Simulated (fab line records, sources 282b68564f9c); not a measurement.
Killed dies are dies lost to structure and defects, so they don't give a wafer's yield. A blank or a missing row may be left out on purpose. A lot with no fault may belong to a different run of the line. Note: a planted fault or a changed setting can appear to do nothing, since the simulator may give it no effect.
fab line records	flow rit_cmos
record: lots: 14	wafers: 42	last_day: 7
route steps=202 shown ACTIVE@4
lots untouched by any fault: they come from a run of this same line in which no faults occurred
start_h: hours from the record's opening day to when the first of the lot's shown wafers began	wait_h: hours elapsed since this lot's preceding step	" as in the row above	L1.1+2: several wafers, shown together as one row	- value missing, or start not given	* or withheld: withheld	< > ~ a bound
route shown NAME@n: NAME is a module with steps in the file, n the number in the route of the first one	usual: average and standard deviation across the fault-free wafers	same: alike in all rows	chamber/n: place in a boat	sites: readings site by site	_std_site: their standard deviation	_edge_site: inner sites' mean taken away from outer sites' mean	radius_mm: how far each site lies from the wafer's centre	mask NAME#n: copy n	behind: the tool/chamber that last shaped the wafer	hold: cause of the lot's hold/its duration in hours/its outcome	device: which transistor (n, p or np) failed to switch	end of line: tests run on the same wafers once the route is complete	where a step has no rows: the recipe by itself	killed: dies lost to structure and defects at the first sort, not the wafer's yield	map: a wafer's dies, marking killed ones x, the rest . and places with no die _
set.NAME: the setting as run; set.NAME@STEP: as run at that earlier step	model.NAME: the simulator's own value behind a step, which no gauge read
a sample of lots followed through the steps of the route, with each step as a table and each wafer as a row
services: a tool's chamber out of use, with start hour (start_h, from the record's first day; less than 0 if before it), hours out, and reason
== steps ==
step: RIT_ACTIVE_CVD_03
recipe: material: Si3N4	target_thk_nm: 150	temp_c: 810	precursor: SiH2Cl2/NH3	time_s: 1500	pressure_mtorr: 300	sih2cl2_flow_sccm: 60	nh3_flow_sccm: 150
usual: spike_tc_centre_C: 813.3/1.2	spike_tc_load_C: 833.7/1.4	spike_tc_source_C: 832.4/1.4	susceptor_temp_C: 810.0/0.33	zone_power_load_pct: 19.9/0.91	zone_power_source_pct: 20.7/0.63
lot.wafer	tool	chamber	start_h	wait_h	spike_tc_centre_C	spike_tc_load_C	spike_tc_source_C	susceptor_temp_C	zone_power_load_pct	zone_power_source_pct
L956.1	lpcvd-02	1	22.11	0.1	813.4	834.3	833.9	810.0	20.4	19.9
L956.2	"	1	"	"	812.4	833.6	834.3	809.6	20.8	20.0
L956.5	"	1	"	"	812.6	835.4	833.6	809.6	20.9	20.0
L957.2	lpcvd-01	0	27.11	0.0	815.4	834.7	834.8	809.9	19.7	21.4
L957.5	"	0	"	"	815.4	832.8	831.7	810.1	19.8	21.7
L957.6	"	0	"	"	813.1	835.9	832.8	809.9	19.5	21.3
L958.2	lpcvd-01	1	32.18	0.0	813.9	834.4	832.2	810.4	20.8	20.4
L958.3	"	1	"	"	813.3	832.9	831.5	810.2	20.6	20.4
L958.4	"	1	"	"	814.4	833.5	831.5	810.1	21.1	20.2
L959.3	lpcvd-01	0	37.11	0.0	812.3	833.8	832.3	810.2	19.7	21.7
L959.4	"	0	"	"	812.2	833.3	833.0	809.8	19.3	21.3
L959.6	"	0	"	"	813.6	834.0	831.8	810.2	19.7	21.6
L960.2	lpcvd-01	0	42.11	0.0	813.5	834.3	834.7	810.0	19.6	21.1
L960.4	"	0	"	"	813.2	833.8	832.5	810.1	19.8	21.6
L960.6	"	0	"	"	813.9	832.0	833.6	810.2	20.1	21.4
L961.1	lpcvd-01	1	47.11	0.1	814.9	835.9	830.3	810.8	20.9	20.3
L961.2	"	1	"	"	812.5	835.2	830.5	810.0	21.0	20.4
L961.4	"	1	"	"	813.1	833.7	831.6	809.8	21.0	20.2
L962.1	lpcvd-02	0	52.11	0.1	814.2	831.3	829.7	809.8	18.5	20.5
L962.5	"	0	"	"	814.5	832.5	831.4	809.4	18.5	20.5
L962.6	"	0	"	"	814.8	831.4	829.7	809.3	18.3	20.7
L963.1	lpcvd-02	1	57.11	0.1	811.9	834.4	831.5	809.6	20.5	20.1
L963.2	"	1	"	"	812.7	835.6	832.2	810.2	20.8	20.1
L963.5	"	1	"	"	812.5	836.8	834.4	809.9	20.9	19.9
L965.2	lpcvd-02	0	67.11	0.0	813.5	833.9	831.9	810.0	18.3	20.7
L965.4	"	0	"	"	815.4	832.8	831.7	810.5	18.4	20.4
L965.5	"	0	"	"	812.7	832.4	830.3	810.1	18.7	20.8
L970.1	lpcvd-01	0	92.51	0.1	841.7	859.3	860.1	835.5	21.0	23.1
L970.3	"	0	"	"	837.6	858.6	857.5	835.6	21.0	23.6
L970.6	"	0	"	"	839.5	859.0	858.7	835.5	21.3	22.9
L972.3	lpcvd-01	1	102.11	0.0	837.6	858.3	858.6	835.3	22.3	21.6
L972.5	"	1	"	"	838.2	860.1	857.4	835.8	22.7	22.1
L972.6	"	1	"	"	838.7	860.1	855.4	836.2	23.0	21.3
L973.2	lpcvd-02	1	107.11	0.0	812.7	835.2	833.3	809.8	20.6	20.0
L973.3	"	1	"	"	812.0	833.6	833.5	810.1	20.7	19.9
L973.5	"	1	"	"	812.6	837.0	834.3	810.4	20.6	20.1
L975.2	lpcvd-02	1	117.11	0.0	811.6	834.9	832.2	810.1	20.5	19.8
L975.4	"	1	"	"	811.4	835.2	833.9	810.2	20.6	19.6
L975.5	"	1	"	"	813.3	835.5	834.0	810.5	20.5	20.1
L977.2	lpcvd-02	0	127.11	0.0	815.0	832.8	830.1	809.9	18.7	20.6
L977.5	"	0	"	"	812.7	832.1	829.1	810.1	18.4	20.8
L977.6	"	0	"	"	816.4	832.2	829.9	809.8	18.4	20.8
step: RIT_ACTIVE_THK_MEAS_04
recipe: reads: Si3N4_of_ACTIVE_CVD_03
usual: ACTIVE_NITRIDE_THK: 150.9/1.7
lot.wafer	tool	chamber	start_h	wait_h	ACTIVE_NITRIDE_THK[nm]
L956.1	film_metro-03	-	23.53	0.0	153.0
L956.2	"	-	"	"	152.1
L956.5	"	-	"	"	151.8
L957.2	film_metro-01	-	28.54	0.0	154.3
L957.5	"	-	"	"	153.0
L957.6	"	-	"	"	152.1
L958.2	film_metro-03	-	33.61	0.0	149.0
L958.3	"	-	"	"	150.1
L958.4	"	-	"	"	149.7
L959.3	film_metro-03	-	38.55	0.0	153.8
L959.4	"	-	"	"	154.2
L959.6	"	-	"	"	154.2
L960.2	film_metro-04	-	43.54	0.0	153.0
L960.4	"	-	"	"	154.3
L960.6	"	-	"	"	152.6
L961.1	film_metro-03	-	48.53	0.0	151.2
L961.2	"	-	"	"	152.6
L961.4	"	-	"	"	150.9
L962.1	film_metro-03	-	53.53	0.0	151.6
L962.5	"	-	"	"	150.9
L962.6	"	-	"	"	150.7
L963.1	film_metro-04	-	58.53	0.0	149.2
L963.2	"	-	"	"	149.7
L963.5	"	-	"	"	149.9
L965.2	film_metro-03	-	68.54	0.0	147.6
L965.4	"	-	"	"	147.0
L965.5	"	-	"	"	148.3
L970.1	film_metro-03	-	93.92	0.0	234.9
L970.3	"	-	"	"	236.2
L970.6	"	-	"	"	235.1
L972.3	film_metro-01	-	103.55	0.0	232.9
L972.5	"	-	"	"	232.9
L972.6	"	-	"	"	232.4
L973.2	film_metro-03	-	108.54	0.0	152.4
L973.3	"	-	"	"	151.4
L973.5	"	-	"	"	152.8
L975.2	film_metro-03	-	118.54	0.0	150.9
L975.4	"	-	"	"	150.4
L975.5	"	-	"	"	150.5
L977.2	film_metro-03	-	128.54	0.0	147.2
L977.5	"	-	"	"	148.9
L977.6	"	-	"	"	147.5
step: RIT_ACTIVE_ETCH_13
recipe: stop_on: SiO2	chemistry: SF6	target: Si3N4	time_s: 210	over_etch_frac: 0.4	SF6_flow_sccm: 200	pressure_mtorr: 260	rf_w: 125	target_depth_a: 2100
usual: SF6_flow_sccm: 199.9/0.6	drypump_motor_current_A: 5.3/0.47	oes_product_au: 0.826/0.016	throttle_valve_pct: 7.50/0.11
lot.wafer	tool	chamber	start_h	wait_h	SF6_flow_sccm	drypump_motor_current_A	oes_product_au	rf_hours_counter_h	throttle_valve_pct
L956.1	rie_diel-04	3	24.71	0.1	199.4	5.7	0.845	5	7.59
L956.2	"	0	"	"	199.7	6.3	0.848	4	7.43
L956.5	"	1	"	"	200.6	5.0	0.817	-	7.45
L957.2	rie_diel-01	3	29.83	0.1	199.7	5.0	0.844	145	7.35
L957.5	"	2	"	"	199.0	5.7	0.832	-	7.56
L957.6	"	3	"	"	199.0	5.0	0.840	-	7.36
L958.2	rie_diel-04	0	34.84	0.1	200.4	6.2	0.846	4	7.43
L958.3	"	3	"	"	199.0	5.7	0.835	6	7.61
L958.4	"	2	"	"	199.9	5.1	0.811	2	7.49
L959.3	rie_diel-02	0	39.71	0.1	200.0	6.1	0.808	153	7.50
L959.4	"	3	"	"	198.8	4.9	0.856	78	7.77
L959.6	"	0	"	"	200.5	6.1	0.804	-	7.49
L960.2	rie_diel-04	2	44.83	0.1	199.3	5.1	0.826	3	7.50
L960.4	"	3	"	"	200.2	5.7	0.848	6	7.58
L960.6	"	0	"	"	200.3	6.3	0.842	-	7.44
L961.1	rie_diel-02	1	49.71	0.1	199.8	5.5	0.824	152	7.48
L961.2	"	3	"	"	199.7	4.9	0.857	78	7.76
L961.4	"	2	"	"	199.4	5.2	0.828	135	7.36
L962.1	rie_diel-01	1	54.85	0.1	199.9	4.7	0.824	15	7.47
L962.5	"	1	"	"	200.1	4.7	0.815	-	7.46
L962.6	"	0	"	"	201.5	4.8	0.802	-	7.56
L963.1	rie_diel-01	2	59.83	0.1	199.9	5.7	0.840	0	7.54
L963.2	"	1	"	"	200.3	4.7	0.825	15	7.46
L963.5	"	2	"	"	201.2	5.7	0.837	-	7.53
L965.2	rie_diel-01	2	69.83	0.1	199.0	5.7	0.825	0	7.54
L965.4	"	0	"	"	200.2	4.8	0.801	32	7.57
L965.5	"	2	"	"	199.5	5.7	0.838	-	7.53
L970.1	rie_diel-04	2	95.57	0.1	200.2	5.1	0.972	3	7.50
L970.3	"	3	"	"	199.7	5.7	1.014	6	7.58
L970.6	"	2	"	"	200.7	5.0	0.975	-	7.50
L972.3	rie_diel-02	1	104.71	0.1	198.9	5.5	0.992	154	7.50
L972.5	"	2	"	"	199.7	5.3	0.996	-	7.37
L972.6	"	3	"	"	199.7	4.9	1.033	-	7.76
L973.2	rie_diel-04	2	109.71	0.1	201.2	5.1	0.822	4	7.49
L973.3	"	0	"	"	200.2	6.3	0.843	5	7.43
L973.5	"	1	"	"	199.3	5.0	0.817	-	7.45
L975.2	rie_diel-02	0	119.83	0.1	200.7	6.1	0.790	155	7.49
L975.4	"	2	"	"	199.5	5.2	0.830	136	7.36
L975.5	"	1	"	"	199.2	5.5	0.811	-	7.50
L977.2	rie_diel-01	1	129.83	0.1	198.5	4.7	0.814	16	7.46
L977.5	"	3	"	"	199.8	5.0	0.830	-	7.34
L977.6	"	2	"	"	200.0	5.7	0.820	-	7.54
== services ==
tool	chamber	start_h	hours	kind
rie_diel-02	-	18.81	12.4	repair
rie_diel-04	-	35.76	0.5	repair
rie_diel-01	2	37.40	-	clean
rie_diel-01	2	37.40	17.1	scheduled_down
rie_diel-01	2	37.40	17.1	vent_cycle
rie_diel-01	-	50.60	2.8	pm
rie_diel-04	-	69.31	1.4	repair
rie_diel-04	-	73.54	14.6	pm
rie_diel-02	-	80.15	2.8	pm
rie_diel-04	0	93.44	3.0	repair
rie_diel-02	-	96.14	0.3	repair
rie_diel-04	3	103.23	16.1	repair
rie_diel-02	0	126.73	-	clean
rie_diel-02	0	126.73	15.0	scheduled_down
rie_diel-02	0	126.73	15.0	vent_cycle
== key ==
first_sign: step: RIT_ACTIVE_CVD_03	reading: susceptor_temp_C	direction: up	sigmas: 77	usual: *	struck: *
effect: step: RIT_ACTIVE_CVD_03	reading: spike_tc_centre_C	direction: up	sigmas: 22	usual: 813.3	struck: 838.9
effect: step: RIT_ACTIVE_THK_MEAS_04	reading: ACTIVE_NITRIDE_THK	direction: up	sigmas: 50	usual: 150.9	struck: 234.1
effect: step: RIT_ACTIVE_ETCH_13	reading: oes_product_au	direction: up	sigmas: 11	usual: 0.826	struck: 0.997
met_at RIT_ACTIVE_CVD_03
struck_lots L970,L972
later_rows_left_out L970.1,L970.3,L970.6,L972.3,L972.5,L972.6
sort_left_out L970.1,L970.3,L970.6,L972.3,L972.5,L972.6
tester_left_out L970,L972
onset_between 47.11 92.51
fault: kind: process_parameter_drift	tool: lpcvd-01	chamber: -	onset_h: 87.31	steps: RIT_ACTIVE_CVD_03	channel: temp_c	offset: *	shape: step	end_h: 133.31	acts_in: *	stated: *
tester_left_out: of these lots the tester's yield and bins aren't shown, on N5 and GAA mostly nor the transistor test; their killed dies are dies lost to structure and defects alone, not to doping, threshold or leakage, so they don't give the yield
sort_left_out: the simulated sort isn't trusted on such a fault, so these wafers' sort isn't shown, and their yield isn't known
later_rows_left_out: the simulator's readings of these wafers behind a module that went badly wrong aren't trusted and aren't shown, but for the sort
